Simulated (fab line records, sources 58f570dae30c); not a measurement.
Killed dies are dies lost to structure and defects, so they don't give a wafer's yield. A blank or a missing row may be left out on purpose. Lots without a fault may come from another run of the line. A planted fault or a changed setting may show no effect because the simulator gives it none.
fab line records | flow berkeley_cmos170
record lots=13 wafers=39 last_day=13
route steps=331 shown ACTIVE@74 NVT@110 NLDD@168 PSD@184 NSD@196
lots that met no fault: from a run of the same line without faults
start_h: hours from the record's first day to the start of the lot's first wafer shown | wait_h: hours since the lot's step before | " the same as in the row above | L1.1+2: a row that stands for several wafers | - no value, or no start given | * or withheld: withheld | < > ~ a bound
route shown NAME@n: a module of which the file shows steps, and the number in the route of the first | usual: mean/standard deviation of fault-free wafers | same: alike in all rows | chamber/n: place in a boat | sites: the reading at each site | _std_site: their standard deviation | _edge_site: outer sites' mean less inner sites' | radius_mm: how far each site lies from the wafer's centre | mask NAME#n: copy n | behind: the tool/chamber that last shaped the wafer | hold: why the lot was held/for how many hours/how that ended | device: the transistor (n, p or np) that didn't switch | end of line: the same wafers' tests at the end of the route | a step without rows: its recipe alone | killed: dies lost to structure and defects at the first sort, not the wafer's yield | map: a wafer's dies, x killed, . not, _ none there
set.NAME: the setting as run; set.NAME@STEP: as run at that earlier step | model.NAME: the simulator's own value behind a step, which no gauge read
steps of the route over a sample of lots; a table a step, a row a wafer
services: from which hour (start_h, from the record's first day; less than 0 if before it) a tool's chamber was out of use, for how many hours, and why
## steps
# step UCB170_ACTIVE_OVL_MEAS_14
# usual ACTIVE_OVL=0/5.9
# columns lot.wafer tool chamber start_h wait_h ACTIVE_OVL[nm]
L319.2 overlay-01 - 108.20 0.1 1
L319.3 " - " " -2
L319.5 " - " " -1
L318.2 overlay-02 - 108.32 0.1 8
L318.5 " - " " 8
L318.6 " - " " 3
L320.1 overlay-02 - 116.71 0.1 -6
L320.2 " - " " -2
L320.6 " - " " -2
L321.2 overlay-01 - 117.55 0.1 -10
L321.4 " - " " -8
L321.5 " - " " 3
L322.1 overlay-02 - 117.67 0.1 -3
L322.2 " - " " -5
L322.5 " - " " -2
L324.1 overlay-01 - 138.67 0.1 -6
L324.3 " - " " -6
L324.5 " - " " -8
L331.1 overlay-01 - 153.52 0.1 3
L331.4 " - " " -2
L331.6 " - " " -2
L334.3 overlay-02 - 170.90 0.1 2
L334.4 " - " " 8
L334.5 " - " " 8
L336.2 overlay-01 - 182.64 0.1 6
L336.3 " - " " 12
L336.4 " - " " 8
L337.3 overlay-02 - 194.75 0.1 -5
L337.4 " - " " -7
L337.6 " - " " -2
L338.4 overlay-02 - 202.55 0.1 0
L338.5 " - " " 2
L338.6 " - " " 4
L340.2 overlay-01 - 207.75 0.1 14
L340.5 " - " " 18
L340.6 " - " " 13
L339.2 overlay-02 - 208.03 0.1 -4
L339.3 " - " " -3
L339.6 " - " " -5
# step UCB170_NVT_OVL_MEAS_06
# usual NVT_OVL=2/5.2
# columns lot.wafer tool chamber start_h wait_h NVT_OVL[nm]
L319.2 overlay-01 - 147.17 - 6
L319.3 " - " " 3
L319.5 " - " " 9
L318.2 overlay-01 - 147.51 - 1
L318.5 " - " " -2
L318.6 " - " " 0
L321.2 overlay-01 - 154.32 - -3
L321.4 " - " " 0
L321.5 " - " " -8
L320.1 overlay-01 - 154.59 - 7
L320.2 " - " " 12
L320.6 " - " " 12
L322.1 overlay-02 - 154.86 - -7
L322.2 " - " " -15
L322.5 " - " " -7
L324.1 overlay-02 - 174.10 - 5
L324.3 " - " " 3
L324.5 " - " " 0
L331.1 overlay-02 - 197.04 - 1
L331.4 " - " " 2
L331.6 " - " " 4
L334.3 overlay-02 - 212.45 - 0
L334.4 " - " " 2
L334.5 " - " " -1
L336.2 overlay-01 - 223.33 - -1
L336.3 " - " " 2
L336.4 " - " " -2
L337.3 overlay-02 - 234.71 - 3
L337.4 " - " " 2
L337.6 " - " " -1
L339.2 overlay-02 - 245.33 - 7
L339.3 " - " " 5
L339.6 " - " " 0
L338.4 overlay-01 - 245.59 - -2
L338.5 " - " " -4
L338.6 " - " " 1
L340.2 overlay-02 - 245.82 - 4
L340.5 " - " " 8
L340.6 " - " " -6
# step UCB170_NLDD_STRIP_10
# recipe chemistry=O2 power_w=400 pressure_mtorr=3500 platen_temp_c=withheld o2_flow_sccm=400 overash_fraction=0.5
# usual chamber_pressure_mTorr=3499/4.1 drypump_motor_current_A=5.8/0.53 oes_product_au=0.734/0.0045 strip_time_to_endpoint_s=21.62/0.054
# columns lot.wafer tool chamber start_h wait_h chamber_pressure_mTorr drypump_motor_current_A oes_product_au rf_hours_counter_h strip_time_to_endpoint_s
L318.2 plasma_asher-02 0 167.58 0.1 3499 6.5 0.735 7 21.56
L318.5 " 0 " " 3498 6.5 0.733 - 21.53
L318.6 " 1 " " 3494 5.8 0.733 - 21.57
L319.2 plasma_asher-01 1 168.03 0.1 3500 6.4 0.742 39 21.55
L319.3 " 1 " " 3500 6.5 0.731 - 21.63
L319.5 " 1 " " 3501 6.4 0.733 - 21.71
L322.1 plasma_asher-03 1 177.32 0.1 3493 5.1 0.747 40 21.58
L322.2 " 0 " " 3502 5.8 0.738 40 21.55
L322.5 " 1 " " 3497 5.1 0.735 - 21.58
L320.1 plasma_asher-01 0 177.71 0.1 3500 5.3 0.737 40 21.63
L320.2 " 1 " " 3502 6.4 0.732 40 21.55
L320.6 " 1 " " 3498 6.4 0.735 - 21.55
L321.2 plasma_asher-03 0 177.99 0.1 3496 5.8 0.734 40 21.60
L321.4 " 1 " " 3497 5.1 0.739 - 21.59
L321.5 " 1 " " 3497 5.1 0.735 - 21.55
L324.1 plasma_asher-01 1 202.43 0.1 3500 6.4 0.732 43 21.64
L324.3 " 0 " " 3499 5.3 0.731 - 21.71
L324.5 " 1 " " 3496 6.4 0.733 - 21.65
L331.1 plasma_asher-01 0 218.96 0.1 3501 5.3 0.741 45 21.70
L331.4 " 0 " " 3500 5.3 0.732 - 21.67
L331.6 " 1 " " 3501 6.5 0.731 - 21.71
L334.3 plasma_asher-01 0 240.17 0.1 3499 5.3 0.731 - 21.58
L334.4 " 1 " " 3498 6.4 0.739 - 21.60
L334.5 " 0 " " 3502 5.3 0.739 - 21.56
L336.2 plasma_asher-02 1 251.21 0.1 3503 5.7 0.728 16 21.57
L336.3 " 0 " " 3495 6.5 0.732 - 21.54
L336.4 " 1 " " 3497 5.8 0.738 - 21.57
L337.3 plasma_asher-02 0 258.30 0.1 3502 6.5 0.738 - 21.55
L337.4 " 1 " " 3502 5.7 0.736 - 21.58
L337.6 " 1 " " 3494 5.7 0.730 - 21.69
L340.2 plasma_asher-01 0 268.37 0.1 3505 5.3 0.729 51 21.62
L340.5 " 0 " " 3504 5.3 0.739 - 21.61
L340.6 " 1 " " 3497 6.4 0.734 - 21.65
L339.2 plasma_asher-03 1 268.42 0.1 3502 5.1 0.738 50 21.63
L339.3 " 1 " " 3498 5.1 0.735 - 21.69
L339.6 " 0 " " 3493 5.8 0.736 - 21.64
L338.4 plasma_asher-02 1 268.70 0.1 3499 5.7 0.729 - 21.59
L338.5 " 1 " " 3499 5.7 0.739 - 21.62
L338.6 " 0 " " 3500 6.5 0.738 - 21.64
# step UCB170_PSD_STRIP_09
# recipe chemistry=O2 power_w=400 pressure_mtorr=3500 platen_temp_c=withheld o2_flow_sccm=400 overash_fraction=0.5
# usual chamber_pressure_mTorr=3500.1/2.8 drypump_motor_current_A=5.7/0.42 oes_product_au=0.601/0.0048 strip_time_to_endpoint_s=29.43/0.068
# columns lot.wafer tool chamber start_h wait_h chamber_pressure_mTorr drypump_motor_current_A oes_product_au rf_hours_counter_h strip_time_to_endpoint_s
L318.2 plasma_asher-02 0 175.27 0.1 3499.4 6.5 0.606 8 29.30
L318.5 " 0 " " 3496.7 6.5 0.598 - 29.38
L318.6 " 1 " " 3499.9 5.7 0.597 - 29.39
L319.2 plasma_asher-03 0 175.55 0.1 3502.6 5.8 0.596 39 29.53
L319.3 " 1 " " 3498.6 5.1 0.601 - 29.42
L319.5 " 1 " " 3497.6 5.1 0.597 - 29.43
L322.1 plasma_asher-04 0 185.30 0.1 3501.9 5.8 0.597 45 29.39
L322.2 " 1 " " 3501.0 5.6 0.598 45 29.48
L322.5 " 0 " " 3503.0 5.8 0.595 - 29.45
L320.1 plasma_asher-03 1 185.58 0.1 3497.5 5.1 0.592 41 29.50
L320.2 " 0 " " 3506.7 5.8 0.605 41 29.42
L320.6 " 0 " " 3500.3 5.8 0.609 - 29.36
L321.2 plasma_asher-02 1 185.80 0.1 3501.5 5.7 0.601 8 29.42
L321.4 " 0 " " 3501.8 6.4 0.601 - 29.40
L321.5 " 0 " " 3497.1 6.5 0.607 - 29.36
L324.1 plasma_asher-04 1 208.88 0.1 3496.3 5.6 0.442 47 -
L324.3 " 1 " " 3507.9 5.7 0.444 - -
L324.5 " 1 " " 3490.5 5.7 0.441 - -
L331.1 plasma_asher-02 1 228.32 0.1 3497.2 5.8 0.600 13 29.56
L331.4 " 1 " " 3502.1 5.7 0.598 - 29.57
L331.6 " 1 " " 3502.9 5.8 0.596 - 29.50
L334.3 plasma_asher-03 0 250.02 0.1 3497.5 5.8 0.602 - 29.48
L334.4 " 1 " " 3502.2 5.1 0.612 - 29.45
L334.5 " 1 " " 3499.7 5.1 0.598 - 29.41
L336.2 plasma_asher-04 1 260.07 0.1 3504.5 5.7 0.604 52 29.46
L336.3 " 1 " " 3497.4 5.7 0.607 - 29.46
L336.4 " 0 " " 3500.7 5.8 0.597 - 29.44
L337.3 plasma_asher-03 1 267.29 0.1 3498.0 5.1 0.601 - 29.36
L337.4 " 0 " " 3496.8 5.8 0.599 - 29.35
L337.6 " 1 " " 3497.9 5.1 0.608 - 29.40
L340.2 plasma_asher-03 0 277.49 0.1 3499.4 5.8 0.601 51 29.40
L340.5 " 0 " " 3502.9 5.8 0.594 - 29.36
L340.6 " 1 " " 3499.1 5.1 0.603 - 29.41
L339.2 plasma_asher-02 0 277.76 0.1 3499.5 6.5 0.602 19 29.37
L339.3 " 1 " " 3496.3 5.7 0.594 - 29.45
L339.6 " 1 " " 3497.1 5.7 0.601 - 29.41
L338.4 plasma_asher-04 1 278.30 0.1 3499.0 5.7 0.599 - 29.37
L338.5 " 1 " " 3497.8 5.7 0.600 - 29.35
L338.6 " 0 " " 3501.9 5.8 0.608 - 29.43
# step UCB170_NSD_STRIP_09
# recipe chemistry=O2 power_w=400 pressure_mtorr=3500 platen_temp_c=withheld o2_flow_sccm=400 overash_fraction=0.5
# usual chamber_pressure_mTorr=3499.8/3 drypump_motor_current_A=5.7/0.43 oes_product_au=0.535/0.0042 strip_time_to_endpoint_s=35.84/0.066
# columns lot.wafer tool chamber start_h wait_h chamber_pressure_mTorr drypump_motor_current_A oes_product_au rf_hours_counter_h strip_time_to_endpoint_s
L319.2 plasma_asher-04 0 178.29 0.1 3493.7 5.8 0.533 43 35.84
L319.3 " 1 " " 3499.5 5.6 0.532 - 35.73
L319.5 " 1 " " 3500.9 5.6 0.530 - 35.82
L318.2 plasma_asher-03 1 178.67 0.1 3500.8 5.1 0.538 40 35.89
L318.5 " 1 " " 3500.4 5.1 0.540 - 35.77
L318.6 " 0 " " 3499.2 5.8 0.536 - 35.86
L322.1 plasma_asher-01 1 187.17 0.1 3501.9 6.4 0.538 42 35.86
L322.2 " 0 " " 3498.0 5.3 0.535 42 35.81
L322.5 " 0 " " 3499.1 5.3 0.543 - 35.82
L320.1 plasma_asher-04 1 187.40 0.1 3496.4 5.6 0.534 45 35.83
L320.2 " 0 " " 3499.3 5.9 0.537 45 35.79
L320.6 " 0 " " 3503.1 5.8 0.536 - 35.75
L321.2 plasma_asher-03 1 187.52 0.1 3502.3 5.1 0.538 41 35.80
L321.4 " 0 " " 3499.0 5.8 0.533 - 35.76
L321.5 " 0 " " 3507.3 5.8 0.536 - 35.82
L324.1 plasma_asher-01 0 211.66 0.1 3495.5 5.3 0.606 44 56.29
L324.3 " 0 " " 3500.4 5.3 0.605 - 56.38
L324.5 " 1 " " 3499.2 6.4 0.607 - 56.22
L331.1 plasma_asher-01 0 230.50 0.1 3496.9 5.3 0.542 46 35.78
L331.4 " 1 " " 3501.3 6.4 0.532 - 35.82
L331.6 " 1 " " 3501.5 6.4 0.535 - 35.83
L334.3 plasma_asher-04 0 253.00 0.1 3504.4 5.8 0.534 - 35.80
L334.4 " 1 " " 3495.7 5.6 0.530 - 35.92
L334.5 " 0 " " 3499.0 5.8 0.536 - 35.88
L336.2 plasma_asher-01 1 262.24 0.1 3500.7 6.4 0.527 50 35.85
L336.3 " 1 " " 3491.0 6.4 0.533 - 35.80
L336.4 " 0 " " 3503.9 5.3 0.531 - 35.85
L337.3 plasma_asher-01 1 269.23 0.1 3501.4 6.4 0.536 - 35.88
L337.4 " 0 " " 3499.6 5.3 0.534 - 35.96
L337.6 " 1 " " 3503.3 6.4 0.537 - 35.87
L340.2 plasma_asher-01 0 279.22 0.1 3497.3 5.3 0.534 52 35.66
L340.5 " 0 " " 3495.4 5.3 0.543 - 35.71
L340.6 " 1 " " 3501.2 6.4 0.533 - 35.76
L339.2 plasma_asher-04 0 279.63 0.1 3502.6 5.8 0.530 54 35.98
L339.3 " 1 " " 3502.8 5.7 0.533 - 35.88
L339.6 " 1 " " 3496.6 5.7 0.541 - 35.97
L338.4 plasma_asher-03 0 279.91 0.1 3496.5 5.8 0.543 - 35.82
L338.5 " 1 " " 3503.6 5.1 0.534 - 35.84
L338.6 " 0 " " 3504.5 5.8 0.532 - 35.79
# step UCB170_NSD_TW_MEAS_10
# usual NSD_TW=4183/54
# columns lot.wafer tool chamber start_h wait_h NSD_TW
L319.2 film_metro-02 - 178.40 0.1 4167
L319.3 " - " " 4163
L319.5 " - " " 4170
L318.2 film_metro-03 - 178.78 0.1 4126
L318.5 " - " " 4131
L318.6 " - " " 4142
L322.1 film_metro-02 - 187.28 0.1 4171
L322.2 " - " " 4187
L322.5 " - " " 4159
L320.1 film_metro-03 - 187.50 0.1 4107
L320.2 " - " " 4125
L320.6 " - " " 4138
L321.2 film_metro-04 - 187.63 0.1 4248
L321.4 " - " " 4262
L321.5 " - " " 4258
L324.1 film_metro-04 - 211.76 0.1 30
L324.3 " - " " 30
L324.5 " - " " 30
L331.1 film_metro-04 - 230.60 0.1 4249
L331.4 " - " " 4257
L331.6 " - " " 4203
L334.3 film_metro-03 - 253.09 0.1 4155
L334.4 " - " " 4154
L334.5 " - " " 4160
L336.2 film_metro-04 - 262.35 0.1 4240
L336.3 " - " " 4252
L336.4 " - " " 4249
L337.3 film_metro-03 - 269.32 0.1 4121
L337.4 " - " " 4132
L337.6 " - " " 4139
L340.2 film_metro-03 - 279.33 0.1 4132
L340.5 " - " " 4133
L340.6 " - " " 4136
L339.2 film_metro-04 - 279.74 0.1 4253
L339.3 " - " " 4266
L339.6 " - " " 4251
L338.4 film_metro-02 - 280.01 0.1 4200
L338.5 " - " " 4186
L338.6 " - " " 4167
## services
# columns tool chamber start_h hours kind
plasma_asher-02 - 148.27 2.3 repair
plasma_asher-02 - 176.38 2.2 repair
plasma_asher-02 - 179.10 6.4 repair
plasma_asher-02 - 208.48 0.3 repair
plasma_asher-04 - 217.16 7.8 repair
plasma_asher-04 - 226.76 2.8 pm
plasma_asher-03 - 263.63 0.6 repair
## key
first_sign step=UCB170_PSD_STRIP_09 reading=oes_product_au direction=down sigmas=33 usual=0.601 struck=0.442
effect step=UCB170_NSD_STRIP_09 reading=strip_time_to_endpoint_s direction=up sigmas=99+ usual=* struck=*
effect step=UCB170_NSD_TW_MEAS_10 reading=NSD_TW direction=down sigmas=78 usual=4183 struck=30
met_at UCB170_PSD_STRIP_09
struck_lots L324
sort_left_out L324.1,L324.3,L324.5
tester_left_out L324
not_acting_at UCB170_ACTIVE_OVL_MEAS_14,UCB170_NVT_OVL_MEAS_06,UCB170_NLDD_STRIP_10
onset_between 185.30 208.88
fault kind=strip_aborted tool=plasma_asher-04 chamber=- onset_h=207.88 steps=UCB170_PSD_STRIP_09 offset=0.85 end_h=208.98
# tester_left_out: of these lots the tester's yield and bins aren't shown, on N5 and GAA mostly nor the transistor test; their killed dies are dies lost to structure and defects alone, not to doping, threshold or leakage, so they don't give the yield
# sort_left_out: the simulated sort isn't trusted on such a fault, so these wafers' sort isn't shown, and their yield isn't known
